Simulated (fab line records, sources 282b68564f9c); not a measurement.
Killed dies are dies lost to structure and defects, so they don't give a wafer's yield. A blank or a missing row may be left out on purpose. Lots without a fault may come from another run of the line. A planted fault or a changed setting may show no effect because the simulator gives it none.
fab line records | flow rit_cmos
record lots=5 wafers=15 last_day=7
route steps=202 shown CONTACT@175 M1@184
lots that met no fault: from a run of the same line without faults
start_h: hours from the record's first day to the start of the lot's first wafer shown | wait_h: hours since the lot's step before | " the same as in the row above | L1.1+2: a row that stands for several wafers | - no value, or no start given | * or withheld: withheld | < > ~ a bound
route shown NAME@n: a module of which the file shows steps, and the number in the route of the first | usual: mean/standard deviation of fault-free wafers | same: alike in all rows | chamber/n: place in a boat | sites: the reading at each site | _std_site: their standard deviation | _edge_site: outer sites' mean less inner sites' | radius_mm: how far each site lies from the wafer's centre | mask NAME#n: copy n | behind: the tool/chamber that last shaped the wafer | hold: why the lot was held/for how many hours/how that ended | device: the transistor (n, p or np) that didn't switch | end of line: the same wafers' tests at the end of the route | a step without rows: its recipe alone | killed: dies lost to structure and defects at the first sort, not the wafer's yield | map: a wafer's dies, x killed, . not, _ none there
set.NAME: the setting as run; set.NAME@STEP: as run at that earlier step | model.NAME: the simulator's own value behind a step, which no gauge read
lots at some steps of the route; a table a step, a row a wafer
services: from which hour (start_h, from the record's first day; less than 0 if before it) a tool's chamber was out of use, for how many hours, and why
## steps
# step RIT_CONTACT_DEVELOP_07
# recipe resist=NOVOLAK develop_time_s=120 dev_temp_c=23
# columns lot.wafer tool chamber start_h wait_h
L075.3+5+6 litho_track-01 0 - -
L079.1+2+6 litho_track-04 0 - -
L086.2+4+5 litho_track-04 0 - -
L095.1+3+5 litho_track-02 0 - -
L096.1+2+3 litho_track-02 0 - -
# step RIT_CONTACT_CD_MEAS_08
# recipe target_cd_nm=1000
# usual cd_nm=1000.3/2.5
# columns lot.wafer tool chamber start_h wait_h cd_nm
L075.3 cd_sem-02 - 61.63 - 999.9
L075.5 " - " " 1001.2
L075.6 " - " " 1001.5
L079.1 cd_sem-02 - 80.98 - 999.3
L079.2 " - " " 999.7
L079.6 " - " " 999.2
L086.2 cd_sem-02 - 132.78 - 998.3
L086.4 " - " " 1000.1
L086.5 " - " " 998.6
L095.1 cd_sem-02 - 168.37 - 1003.8
L095.3 " - " " 1000.6
L095.5 " - " " 1002.8
L096.1 cd_sem-01 - 174.30 - 999.7
L096.2 " - " " 999.4
L096.3 " - " " 999.2
# step RIT_CONTACT_OVL_MEAS_09
# usual CONTACT_OVL=-0.5/1.6
# columns lot.wafer tool chamber start_h wait_h CONTACT_OVL[nm]
L075.3 overlay-02 - 61.72 0.1 -0.6
L075.5 " - " " 1.0
L075.6 " - " " -1.0
L079.1 overlay-01 - 81.10 0.1 1.1
L079.2 " - " " 1.5
L079.6 " - " " 1.9
L086.2 overlay-01 - 132.89 0.1 -3.0
L086.4 " - " " -2.2
L086.5 " - " " -0.9
L095.1 overlay-01 - 168.49 0.1 0.9
L095.3 " - " " 0.6
L095.5 " - " " 1.4
L096.1 overlay-02 - 174.42 0.1 -1.6
L096.2 " - " " -2.6
L096.3 " - " " -2.8
# step RIT_CONTACT_HARDBAKE_10
# recipe resist=NOVOLAK temp_c=140 time_s=60
# usual heater_power_total_W=62.55/0.051
# columns lot.wafer tool chamber start_h wait_h heater_power_total_W
L075.3 litho_track-01 0 61.79 0.1 62.63
L075.5 " 0 " " 62.48
L075.6 " 0 " " 62.58
L079.1 litho_track-02 0 81.25 0.2 62.57
L079.2 " 0 " " 62.59
L079.6 " 0 " " 62.59
L086.2 litho_track-02 0 132.94 0.0 62.59
L086.4 " 0 " " 62.54
L086.5 " 0 " " 62.55
L095.1 litho_track-01 0 168.60 0.1 62.52
L095.3 " 0 " " 62.56
L095.5 " 0 " " 62.64
L096.1 litho_track-01 0 174.46 0.0 62.48
L096.2 " 0 " " 62.62
L096.3 " 0 " " 62.64
# step RIT_CONTACT_ETCH_11
# recipe target_depth_a=4800 over_etch_frac=0.2 stop_on=TiSi2 chemistry=CHF3/CF4/Ar target=SiO2 CHF3_flow_sccm=50 cf4_flow_sccm=10 Ar_flow_sccm=100 O2_flow_sccm=5 pressure_mtorr=100 rf_w=200 time_s=310.5
# usual drypump_motor_current_A=5.6/0.37 oes_product_au=0.988/0.016 throttle_valve_pct=8.89/0.1
# columns lot.wafer tool chamber start_h wait_h drypump_motor_current_A oes_product_au rf_hours_counter_h throttle_valve_pct
L075.3 rie_diel-01 2 61.89 0.1 5.7 0.974 171 8.92
L075.5 " 1 " " 5.9 0.973 - 8.65
L075.6 " 0 " " 5.0 1.013 - 8.88
L079.1 rie_diel-01 3 81.40 0.1 5.8 0.978 123 8.98
L079.2 " 1 " " 5.9 0.975 11 8.65
L079.6 " 1 " " 5.9 0.963 - 8.66
L086.2 rie_diel-04 3 133.07 0.1 5.6 0.962 9 8.98
L086.4 " 0 " " 5.7 0.999 56 8.98
L086.5 " 3 " " 5.6 0.962 - 9.00
L095.1 rie_diel-04 2 168.75 0.1 5.6 0.996 32 8.93
L095.3 " 0 " " 5.7 0.993 57 8.98
L095.5 " 2 " " 5.6 1.006 - 8.94
L096.1 rie_diel-04 2 174.61 0.1 5.6 1.000 32 8.95
L096.2 " 1 " " 5.0 1.006 21 8.93
L096.3 " 3 " " 5.6 0.972 10 8.98
# step RIT_CONTACT_STRIP_12
# recipe chemistry=O2 time_s=180 resist=NOVOLAK platen_temp_c=withheld power_w=500 pressure_mtorr=4000 o2_flow_sccm=4000
# usual drypump_motor_current_A=5.8/0.47
# columns lot.wafer tool chamber start_h wait_h drypump_motor_current_A rf_hours_counter_h
L075.3 plasma_asher-01 1 62.15 0.2 5.5 -
L075.5 " 0 " " 5.8 -
L075.6 " 1 " " 5.5 -
L079.1 plasma_asher-01 0 81.60 0.1 5.8 46
L079.2 " 1 " " 5.5 46
L079.6 " 1 " " 5.5 -
L086.2 plasma_asher-01 1 133.26 0.1 5.5 2
L086.4 " 1 " " 5.5 -
L086.5 " 1 " " 5.5 -
L095.1 plasma_asher-04 1 168.95 0.1 5.2 50
L095.3 " 0 " " 5.3 -
L095.5 " 0 " " 5.3 -
L096.1 plasma_asher-02 0 174.80 0.1 6.6 55
L096.2 " 1 " " 6.3 55
L096.3 " 0 " " 6.6 -
# step RIT_CONTACT_CD_MEAS_90
# recipe target_cd_nm=1000
# usual cd_nm=1000.1/2.5
# columns lot.wafer tool chamber start_h wait_h cd_nm
L075.3 cd_sem-01 - 62.30 0.1 1000.1
L075.5 " - " " 1001.2
L075.6 " - " " 1001.4
L079.1 cd_sem-02 - 81.77 0.1 999.2
L079.2 " - " " 999.8
L079.6 " - " " 999.3
L086.2 cd_sem-02 - 133.46 0.1 997.7
L086.4 " - " " 999.3
L086.5 " - " " 997.9
L095.1 cd_sem-02 - 169.12 0.1 1003.5
L095.3 " - " " 1000.2
L095.5 " - " " 1002.3
L096.1 cd_sem-02 - 174.98 0.1 999.8
L096.2 " - " " 998.6
L096.3 " - " " 998.8
# step RIT_CONTACT_CLEAN_13
# recipe chemistry=SC1 mix=3:3:50 time_s=600 temp_c=75
# usual bath_heat_duty_pct=15.1/1.5
# columns lot.wafer tool chamber start_h wait_h bath_heat_duty_pct
L075.3 wet_bench-01 3 62.38 0.1 14.2
L075.5 " 3 " " 13.7
L075.6 " 3 " " 14.2
L079.1 wet_bench-04 3 81.89 0.1 15.1
L079.2 " 3 " " 15.3
L079.6 " 3 " " 13.3
L086.2 wet_bench-01 3 133.56 0.1 14.7
L086.4 " 3 " " 13.9
L086.5 " 3 " " 14.5
L095.1 wet_bench-01 2 169.24 0.1 15.5
L095.3 " 2 " " 15.4
L095.5 " 2 " " 15.6
L096.1 wet_bench-04 2 175.10 0.1 15.1
L096.2 " 2 " " 13.8
L096.3 " 2 " " 13.5
# step RIT_CONTACT_CLEAN_14
# recipe chemistry=SC2 mix=3:3:50 time_s=600 temp_c=75 dry=n2_spin
# usual bath_heat_duty_pct=15.4/1.5
# columns lot.wafer tool chamber start_h wait_h bath_heat_duty_pct
L075.3 wet_bench-03 3 62.56 0.0 16.7
L075.5 " 3 " " 17.2
L075.6 " 3 " " 18.1
L079.1 wet_bench-01 1 82.07 0.0 13.5
L079.2 " 1 " " 14.0
L079.6 " 1 " " 12.6
L086.2 wet_bench-04 0 133.73 0.0 16.4
L086.4 " 0 " " 16.0
L086.5 " 0 " " 17.3
L095.1 wet_bench-03 0 169.43 0.0 14.0
L095.3 " 0 " " 14.1
L095.5 " 0 " " 14.7
L096.1 wet_bench-03 3 175.45 0.0 17.4
L096.2 " 3 " " 16.9
L096.3 " 3 " " 16.9
# step RIT_M1_SPUTTER_00
# recipe material=Al target_thk_nm=400 power_w=2000 chamber_pressure_pa=0.4 gas=Ar time_s=500 substrate_temp_c=25
# usual substrate_temp_c=25.00/0.098 throttle_valve_pct=29.9/1.1
# columns lot.wafer tool chamber start_h wait_h substrate_temp_c throttle_valve_pct
L075.3 pvd_sputter-04 - 62.73 0.0 25.03 28.8
L075.5 " - " " 24.82 29.3
L075.6 " - " " 25.04 32.1
L079.1 pvd_sputter-04 - 82.24 0.0 24.94 30.1
L079.2 " - " " 24.92 29.2
L079.6 " - " " 25.09 31.8
L086.2 pvd_sputter-02 - 133.91 0.0 24.95 28.1
L086.4 " - " " 24.87 30.5
L086.5 " - " " 25.02 28.1
L095.1 pvd_sputter-04 - 169.61 0.0 24.98 30.2
L095.3 " - " " 25.09 31.9
L095.5 " - " " 25.16 31.9
L096.1 pvd_sputter-04 - 175.64 0.0 24.78 29.2
L096.2 " - " " 25.01 30.0
L096.3 " - " " 24.89 29.4
# step RIT_M1_RS_MEAS_01
# recipe thk_meas_gauge=four-point-probe reads=Al_of_M1_SPUTTER_00
# usual M1_AL_RS=0.0733/0.00065
# columns lot.wafer tool chamber start_h wait_h M1_AL_RS[ohm/sq]
L075.3 film_metro-01 - 63.07 0.2 0.0736
L075.5 " - " " 0.0735
L075.6 " - " " 0.0734
L079.1 film_metro-01 - 82.54 0.1 0.0734
L079.2 " - " " 0.0726
L079.6 " - " " 0.0736
L086.2 film_metro-04 - 134.22 0.2 0.0715
L086.4 " - " " 0.0727
L086.5 " - " " 0.0721
L095.1 film_metro-04 - 169.90 0.1 0.0744
L095.3 " - " " 0.0742
L095.5 " - " " 0.0745
L096.1 film_metro-01 - 175.93 0.1 0.0732
L096.2 " - " " 0.0742
L096.3 " - " " 0.0732
# step RIT_M1_THK_MEAS_02
# recipe thk_meas_gauge=xrf reads=Al_of_M1_SPUTTER_00
# usual M1_AL_THK=402/4.4
# columns lot.wafer tool chamber start_h wait_h M1_AL_THK[nm]
L075.3 film_metro-01 - 63.17 0.1 404
L075.5 " - " " 402
L075.6 " - " " 402
L079.1 film_metro-01 - 82.66 0.1 406
L079.2 " - " " 407
L079.6 " - " " 402
L086.2 film_metro-04 - 134.33 0.1 412
L086.4 " - " " 404
L086.5 " - " " 406
L095.1 film_metro-04 - 170.02 0.1 395
L095.3 " - " " 399
L095.5 " - " " 396
L096.1 film_metro-01 - 176.05 0.1 407
L096.2 " - " " 398
L096.3 " - " " 405
# step RIT_M1_HMDS_03
# recipe prime_time_s=60 prime_temp_c=140
# columns lot.wafer tool chamber start_h wait_h
L075.3+5+6 litho_track-02 0 63.27 0.1
L079.1+2+6 litho_track-01 0 82.72 0.1
L086.2+4+5 litho_track-02 0 134.41 0.1
L095.1+3+5 litho_track-01 0 170.08 0.1
L096.1+2+3 litho_track-01 0 176.11 0.1
# step RIT_M1_COAT_04
# recipe resist=NOVOLAK spin_rpm=2000 resist_thk_nm=1300
# columns lot.wafer tool chamber start_h wait_h
L075.3+5+6 litho_track-02 0 63.42 0.1
L079.1+2+6 litho_track-01 0 82.87 0.1
L086.2+4+5 litho_track-02 0 134.56 0.1
L095.1+3+5 litho_track-01 0 170.23 0.1
L096.1+2+3 litho_track-01 0 176.26 0.1
# step RIT_M1_SOFTBAKE_05
# recipe resist=NOVOLAK temp_c=90 time_s=60
# usual heater_power_total_W=34.56/0.048
# columns lot.wafer tool chamber start_h wait_h heater_power_total_W
L075.3 litho_track-02 0 63.57 0.1 34.59
L075.5 " 0 " " 34.61
L075.6 " 0 " " 34.54
L079.1 litho_track-01 0 83.02 0.1 34.53
L079.2 " 0 " " 34.57
L079.6 " 0 " " 34.57
L086.2 litho_track-02 0 134.71 0.1 34.48
L086.4 " 0 " " 34.55
L086.5 " 0 " " 34.60
L095.1 litho_track-01 0 170.38 0.1 34.59
L095.3 " 0 " " 34.59
L095.5 " 0 " " 34.60
L096.1 litho_track-01 0 176.41 0.1 34.62
L096.2 " 0 " " 34.54
L096.3 " 0 " " 34.56
# step RIT_M1_EXPOSE_06
# recipe mask_id=M12 na=0.6 source_shape=conventional sigma_outer=0.5 target_cd_nm=2600 dose_mj=255
# columns lot.wafer tool chamber start_h wait_h mask
L075.3+5+6 iline_stepper-01 0 63.84 0.2 M12#0
L079.1+2+6 iline_stepper-01 0 83.17 0.1 M12#0
L086.2+4+5 iline_stepper-02 0 134.98 0.2 M12#0
L095.1+3+5 iline_stepper-02 0 170.70 0.3 M12#0
L096.1+2+3 iline_stepper-02 0 176.56 0.1 M12#0
# step RIT_M1_PEB_07
# recipe resist=NOVOLAK temp_c=withheld time_s=withheld
# columns lot.wafer tool chamber start_h wait_h
L075.3+5+6 litho_track-03 0 63.96 0.1
L079.1+2+6 litho_track-02 0 83.28 0.1
L086.2+4+5 litho_track-01 0 135.10 0.1
L095.1+3+5 litho_track-03 0 170.88 0.2
L096.1+2+3 litho_track-02 0 176.68 0.1
# step RIT_M1_DEVELOP_08
# recipe resist=NOVOLAK develop_time_s=68 dev_temp_c=23
# columns lot.wafer tool chamber start_h wait_h
L075.3+5+6 litho_track-03 0 - -
L079.1+2+6 litho_track-02 0 - -
L086.2+4+5 litho_track-01 0 - -
L095.1+3+5 litho_track-03 0 - -
L096.1+2+3 litho_track-02 0 - -
# step RIT_M1_CD_MEAS_09
# recipe target_cd_nm=2600
# usual cd_nm=2600.1/1.9
# columns lot.wafer tool chamber start_h wait_h cd_nm
L075.3 cd_sem-02 - 64.27 - 2600.9
L075.5 " - " " 2602.4
L075.6 " - " " 2602.2
L079.1 cd_sem-02 - 83.60 - 2597.5
L079.2 " - " " 2596.0
L079.6 " - " " 2598.4
L086.2 cd_sem-01 - 135.41 - 2598.9
L086.4 " - " " 2600.0
L086.5 " - " " 2600.6
L095.1 cd_sem-02 - 171.20 - 2599.0
L095.3 " - " " 2600.4
L095.5 " - " " 2601.7
L096.1 cd_sem-02 - 176.99 - 2600.3
L096.2 " - " " 2598.5
L096.3 " - " " 2598.6
# step RIT_M1_OVL_MEAS_10
# usual M1_OVL=-1.3/1.8
# columns lot.wafer tool chamber start_h wait_h M1_OVL[nm]
L075.3 overlay-01 - 64.36 0.1 -2.9
L075.5 " - " " -3.5
L075.6 " - " " -2.3
L079.1 overlay-02 - 83.72 0.1 -3.1
L079.2 " - " " -4.6
L079.6 " - " " -4.6
L086.2 overlay-01 - 135.51 0.1 -1.2
L086.4 " - " " -0.8
L086.5 " - " " -2.4
L095.1 overlay-02 - 171.32 0.1 -1.3
L095.3 " - " " -1.6
L095.5 " - " " -0.6
L096.1 overlay-02 - 177.11 0.1 1.8
L096.2 " - " " 2.7
L096.3 " - " " 0.0
# step RIT_M1_HARDBAKE_11
# recipe resist=NOVOLAK temp_c=140 time_s=120
# usual heater_power_total_W=52.03/0.061
# columns lot.wafer tool chamber start_h wait_h heater_power_total_W
L075.3 litho_track-01 0 64.47 0.1 51.94
L075.5 " 0 " " 52.02
L075.6 " 0 " " 52.06
L079.1 litho_track-02 0 83.75 0.0 52.01
L079.2 " 0 " " 52.10
L079.6 " 0 " " 52.09
L086.2 litho_track-01 0 135.59 0.1 52.12
L086.4 " 0 " " 52.09
L086.5 " 0 " " 52.04
L095.1 litho_track-02 0 171.35 0.0 52.00
L095.3 " 0 " " 52.01
L095.5 " 0 " " 52.02
L096.1 litho_track-02 0 177.15 0.0 52.00
L096.2 " 0 " " 52.00
L096.3 " 0 " " 52.10
# step RIT_M1_METAL_ETCH_12
# recipe stop_on=SiO2 chemistry=Cl2/BCl3 target=Al time_s=165 over_etch_frac=0.5 pressure_mtorr=100 target_depth_a=6000 rf_w=255.1 Cl2_flow_sccm=60 bcl3_flow_sccm=50
# usual drypump_motor_current_A=5.7/0.33 oes_product_au=0.785/0.011 throttle_valve_pct=8.23/0.077
# columns lot.wafer tool chamber start_h wait_h drypump_motor_current_A oes_product_au rf_hours_counter_h throttle_valve_pct
L075.3 rie_metal-03 1 64.69 0.2 5.7 0.787 - 8.31
L075.5 " 0 " " 6.0 0.778 - 8.15
L075.6 " 1 " " 5.7 0.789 - 8.32
L079.1 rie_metal-02 0 84.00 0.2 5.5 0.779 3.8 8.33
L079.2 " 1 " " 6.3 0.806 4.9 8.25
L079.6 " 1 " " 6.3 0.797 - 8.25
L086.2 rie_metal-04 0 135.79 0.2 5.6 0.779 1.3 8.20
L086.4 " 0 " " 5.5 0.775 - 8.20
L086.5 " 1 " " 5.3 0.799 - 8.14
L095.1 rie_metal-04 1 171.60 0.2 5.3 0.791 1.8 8.12
L095.3 " 1 " " 5.3 0.777 - 8.13
L095.5 " 0 " " 5.6 0.756 - 8.21
L096.1 rie_metal-02 0 177.40 0.2 5.5 0.774 4.9 8.33
L096.2 " 1 " " 6.3 0.789 5.9 8.25
L096.3 " 1 " " 6.3 0.800 - 8.24
# step RIT_M1_STRIP_13
# recipe chemistry=nmp resist=NOVOLAK temp_c=80 time_s=600 dry=n2_spin
# usual bath_heat_duty_pct=17.4/1.5
# columns lot.wafer tool chamber start_h wait_h bath_heat_duty_pct
L075.3 wet_bench-03 3 64.80 0.1 19.4
L075.5 " 3 " " 20.2
L075.6 " 3 " " 19.0
L079.1 wet_bench-03 0 84.17 0.1 14.8
L079.2 " 0 " " 16.1
L079.6 " 0 " " 16.4
L086.2 wet_bench-03 0 135.96 0.1 15.9
L086.4 " 0 " " 15.9
L086.5 " 0 " " 16.4
L095.1 wet_bench-03 1 171.76 0.1 17.0
L095.3 " 1 " " 15.2
L095.5 " 1 " " 16.0
L096.1 wet_bench-04 3 177.56 0.1 15.6
L096.2 " 3 " " 16.6
L096.3 " 3 " " 17.7
# step RIT_M1_STRIP_14
# recipe chemistry=O2 time_s=180 platen_temp_c=withheld power_w=500 pressure_mtorr=4000 o2_flow_sccm=4000
# usual drypump_motor_current_A=5.8/0.59
# columns lot.wafer tool chamber start_h wait_h drypump_motor_current_A rf_hours_counter_h
L075.3 plasma_asher-04 0 65.03 0.1 5.3 -
L075.5 " 0 " " 5.3 -
L075.6 " 1 " " 5.2 -
L079.1 plasma_asher-04 1 84.34 0.0 5.2 41
L079.2 " 0 " " 5.3 41
L079.6 " 1 " " 5.2 -
L086.2 plasma_asher-04 0 136.13 0.0 5.2 45
L086.4 " 1 " " 5.2 -
L086.5 " 1 " " 5.2 -
L095.1 plasma_asher-03 1 171.95 0.0 6.4 35
L095.3 " 0 " " 6.1 -
L095.5 " 1 " " 6.4 -
L096.1 plasma_asher-04 1 177.91 0.0 5.1 51
L096.2 " 0 " " 5.3 51
L096.3 " 0 " " 5.3 -
# step RIT_M1_CD_MEAS_90
# recipe target_cd_nm=2600
# usual cd_nm=2599.4/2.6
# columns lot.wafer tool chamber start_h wait_h cd_nm
L075.3 cd_sem-02 - 65.19 0.1 2600.9
L075.5 " - " " 2600.0
L075.6 " - " " 2602.3
L079.1 cd_sem-01 - 84.52 0.1 2598.1
L079.2 " - " " 2592.4
L079.6 " - " " 2595.4
L086.2 cd_sem-01 - 136.33 0.1 2597.3
L086.4 " - " " 2598.2
L086.5 " - " " 2602.2
L095.1 cd_sem-02 - 172.13 0.1 2600.1
L095.3 " - " " 2602.2
L095.5 " - " " 2599.9
L096.1 cd_sem-01 - 178.09 0.1 2597.5
L096.2 " - " " 2595.2
L096.3 " - " " 2594.4
# step RIT_M1_ANNEAL_15
# recipe temp_c=450 time_s=1800 ambient=forming_gas_H2N2
# usual tube_center_temp_C=450/0.041
# columns lot.wafer tool chamber start_h wait_h tube_center_temp_C
L075.3 furnace-02 0 65.27 0.1 449.97
L075.5 " 0 " " 450.06
L075.6 " 0 " " 450.06
L079.1 furnace-02 0 84.64 0.1 450.07
L079.2 " 0 " " 449.98
L079.6 " 0 " " 449.97
L086.2 furnace-02 0 136.43 0.1 450.06
L086.4 " 0 " " 450
L086.5 " 0 " " 450.02
L095.1 furnace-02 0 172.54 0.4 450.02
L095.3 " 0 " " 450.01
L095.5 " 0 " " 450.03
L096.1 furnace-02 0 178.21 0.1 449.99
L096.2 " 0 " " 450.04
L096.3 " 0 " " 450.04
# step RIT_M1_BOW_MEAS_16
# recipe mode=bow
# usual M1_BOW=17/7
# columns lot.wafer tool chamber start_h wait_h M1_BOW[um]
L075.3 film_metro-02 - 66.81 0.0 13
L075.5 " - " " 30
L075.6 " - " " 8
L079.1 film_metro-02 - 86.14 0.0 11
L079.2 " - " " 22
L079.6 " - " " 32
L086.2 film_metro-01 - 137.95 0.0 28
L086.4 " - " " 12
L086.5 " - " " 16
L095.1 film_metro-01 - 174.04 0.0 14
L095.3 " - " " 16
L095.5 " - " " 15
L096.1 film_metro-02 - 179.71 0.0 21
L096.2 " - " " 15
L096.3 " - " " 14
# step RIT_M1_PROBE_99
# usual defect_limited_yield=97.5/1.1 killed_at_front_end=6.6/2.9 killed_dies=6.7/3 killed_open=3.5/2.1 killed_short=3.2/1.8 sort_bin_3_pad_short=0.1/0.19 sort_bin_5_function=1.4/0.84 sort_bin_6_memory=1.0/0.67 sort_n_pass=257.3/3 sort_yield_pct=97.5/1.1
# same gross_dies=264 killed_at_M0_to_M3=0 killed_at_M4_up=0 killed_at_back_side=0 killed_at_contacts=0 killed_at_other=0
# columns lot.wafer tool chamber start_h wait_h defect_limited_yield[%] killed_at_front_end killed_dies killed_open killed_short sort_bin_3_pad_short[%] sort_bin_5_function[%] sort_bin_6_memory[%] sort_n_pass sort_yield_pct[%]
L075.3 prober-01 - 66.99 0.2 95.5 12 12 3 9 0.4 1.9 2.3 252.0 95.5
L075.5 prober-01 - 67.09 0.2 98.5 4 4 1 3 0 0.4 1.1 260.0 98.5
L075.6 prober-01 - 67.14 0.2 98.9 3 3 2 1 0 0.8 0.4 261.0 98.9
L079.1 prober-02 - 86.26 0.1 97.0 8 8 2 6 0 2.7 0.4 256.0 97.0
L079.2 prober-02 - 86.31 0.1 98.9 3 3 2 1 0 0.4 0.8 261.0 98.9
L079.6 prober-02 - 86.51 0.2 98.9 3 3 1 2 0 1.1 0 261.0 98.9
L086.2 prober-02 - 138.10 0.1 98.1 5 5 3 2 0 1.5 0.4 259.0 98.1
L086.4 prober-02 - 138.20 0.2 99.2 2 2 0 2 0.4 0 0.4 262.0 99.2
L086.5 prober-02 - 138.25 0.2 97.7 6 6 4 2 0 1.1 1.1 258.0 97.7
L095.1 prober-01 - 174.16 0.1 97.3 7 7 4 3 0 1.1 1.5 257.0 97.3
L095.3 prober-01 - 174.26 0.2 98.1 5 5 1 4 0 1.9 0 259.0 98.1
L095.5 prober-01 - 174.36 0.2 98.5 4 4 4 0 0 0.8 0.8 260.0 98.5
# killed by level:class
L075.3 GATE:geometric_particle:short=5 GATE:geometric_particle:open=3 SILICIDE:geometric_particle:short=3 SPACER:geometric_particle:short=1
L075.5 REOX:geometric_particle:short=2 GATE:geometric_particle:short=1 SPACER:geometric_particle:open=1
L075.6 FOX1:geometric_particle:open=1 GATE:geometric_particle:open=1 SILICIDE:geometric_particle:short=1
L079.1 FOX2:geometric_particle:short=5 FOX2:geometric_particle:open=1 GATE:geometric_particle:short=1 GATE:geometric_particle:open=1
L079.2 GATE:geometric_particle:short=1 GATE:geometric_particle:open=1 SPACER:geometric_particle:open=1
L079.6 FOX1:geometric_particle:short=1 GATE:geometric_particle:short=1 GATE:geometric_particle:open=1
L086.2 GATE:geometric_particle:open=1 GATE:geometric_particle:short=1 REOX:geometric_particle:open=1 SPACER:geometric_particle:short=1 SILICIDE:geometric_particle:open=1
L086.4 GATE:geometric_particle:short=1 SPACER:geometric_particle:short=1
L086.5 FOX1:geometric_particle:open=2 SPACER:geometric_particle:short=2 ACTIVE:geometric_particle:open=1 SPACER:geometric_particle:open=1
L095.1 GATE:geometric_particle:open=4 GATE:geometric_particle:short=3
L095.3 FOX2:geometric_particle:short=1 GATE:geometric_particle:short=1 SPACER:geometric_particle:short=1 SPACER:geometric_particle:open=1 SILICIDE:geometric_particle:short=1
L095.5 FOX2:geometric_particle:open=1 GATE:geometric_particle:open=1 SPACER:geometric_particle:open=1 SILICIDE:geometric_particle:open=1
## services
# columns tool chamber start_h hours kind
plasma_asher-02 - 39.68 0.8 repair
plasma_asher-03 - 42.53 45.4 repair
iline_stepper-01 - 57.30 1.7 pm
rie_diel-01 2 64.04 10.2 repair
rie_diel-01 2 74.24 - clean
rie_diel-01 2 74.24 33.3 scheduled_down
rie_diel-01 2 74.24 33.3 vent_cycle
rie_diel-04 - 90.44 2.9 repair
rie_metal-03 - 104.31 1.9 repair
plasma_asher-01 - 108.75 9.0 pm
plasma_asher-01 0 108.75 9.0 vent_cycle
plasma_asher-01 1 108.75 9.0 vent_cycle
plasma_asher-02 - 111.76 0.5 repair
plasma_asher-01 0 117.75 - clean
plasma_asher-01 1 117.75 - clean
rie_metal-03 - 125.46 15.6 pm
plasma_asher-02 - 127.91 2.8 pm
pvd_sputter-02 - 143.40 3.7 repair
rie_diel-04 3 147.36 4.4 repair
pvd_sputter-02 - 169.65 0.6 repair
iline_stepper-01 - 172.51 4.4 pm
## key
fault none
